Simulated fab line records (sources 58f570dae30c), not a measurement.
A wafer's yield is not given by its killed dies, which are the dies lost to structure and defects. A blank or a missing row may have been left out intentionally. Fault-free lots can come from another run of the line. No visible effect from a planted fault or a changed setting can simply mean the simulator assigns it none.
One fault through the eyes of 2 desks | flow berkeley_cmos170 | what lay behind the numbers comes last; until then each desk has only its own

## TOOL OWNER'S DESK, lpcvd-01
The tool's own readings at UCB170_GATE_CVD_04 (deposits poly-Si from SiH4, time 1440 s, target thk 214 nm): means of the sampled wafers that have a number, for each lot that ran on this tool. The brackets show how far a lot's mean lies from the usual mean; more than 4 standard deviations puts the lot out of limits, marked OUT.
Columns: A = pressure_mtorr at UCB170_GATE_CVD_04, usual 375.3 mTorr; B = zone_power_load_pct at UCB170_GATE_CVD_04, usual 12.3 %
lot  | first seen here | A     | B
L866 | day 6 23:39     | 375.5 | 10.9
L874 | day 8 19:55     | 374.6 | 11.1
L879 | day 9 12:31     | 375.3 | 11.5
L880 | day 9 12:31     | 375.8 | 11.4
L881 | day 9 23:19     | 374.4 | 11.0
This desk's finding: nothing out of limits on any of the 5 lots.

## THE METROLOGY DESK
What the gauges read for every lot (on any tool): the sampled wafers with a number, averaged. The brackets show how far a lot's mean lies from the usual mean; more than 4 standard deviations puts the lot out of limits, marked OUT.
Columns: A = START_OXIDE_THK at UCB170_START_THK_MEAS_03, usual 20.1 nm; B = PFIELD_OVL at UCB170_PFIELD_OVL_MEAS_06, usual 3 nm; C = GATE_POLY_THK at UCB170_GATE_THK_MEAS_05, usual 214.4 nm
lot  | first seen here | A    | B  | C
L861 | day 1 14:07     | 20.1 | 2  | 212.0
L862 | day 1 17:14     | 20.4 | 2  | 212.9
L863 | day 2 01:10     | 20.4 | 2  | 214.5
L864 | day 2 06:04     | 19.8 | -2 | 212.9
L865 | day 2 09:37     | 20.4 | -3 | 211.5
L866 | day 2 14:35     | 19.4 | 10 | 214.6
L867 | day 2 20:50     | 20.3 | 4  | 213.4
L868 | day 3 02:42     | 20.4 | -2 | 215.2
L869 | day 3 07:06     | 20.4 | 2  | 211.3
L870 | day 3 11:19     | 20.8 | 7  | 214.4
L874 | day 4 07:37     | 20.0 | 5  | 214.4
L879 | day 5 07:59     | 20.1 | 3  | 237.0 (+11) OUT
L880 | day 5 13:24     | 19.9 | 0  | 238.8 (+12) OUT
L881 | day 5 17:45     | 20.4 | 8  | 214.4
This desk finds L879, L880 out of limits, with the earliest case on L879 at day 9 13:55 (GATE_POLY_THK at UCB170_GATE_THK_MEAS_05). In limits: L861, L862, L863, L864, L865, L866, L867, L868, L869, L870, L874, L881.

## ALL TOGETHER
The metrology desk could have raised an alarm at day 9 13:55, on L879, L880.
Nothing out of limits was seen by the tool owner's desk.
On record at the tool owner's desk: L879, L880, within its limits.
UCB170_GATE_CVD_04 was run on lpcvd-01 by each of the lots named.

## WHAT THE SIMULATOR PUT IN
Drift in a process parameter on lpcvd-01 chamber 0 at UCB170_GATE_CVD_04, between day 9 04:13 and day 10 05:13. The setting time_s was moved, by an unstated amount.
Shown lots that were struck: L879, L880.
Per desk, hours elapsed from the start of the fault to the first reading out of limits: for the metrology desk, 10.
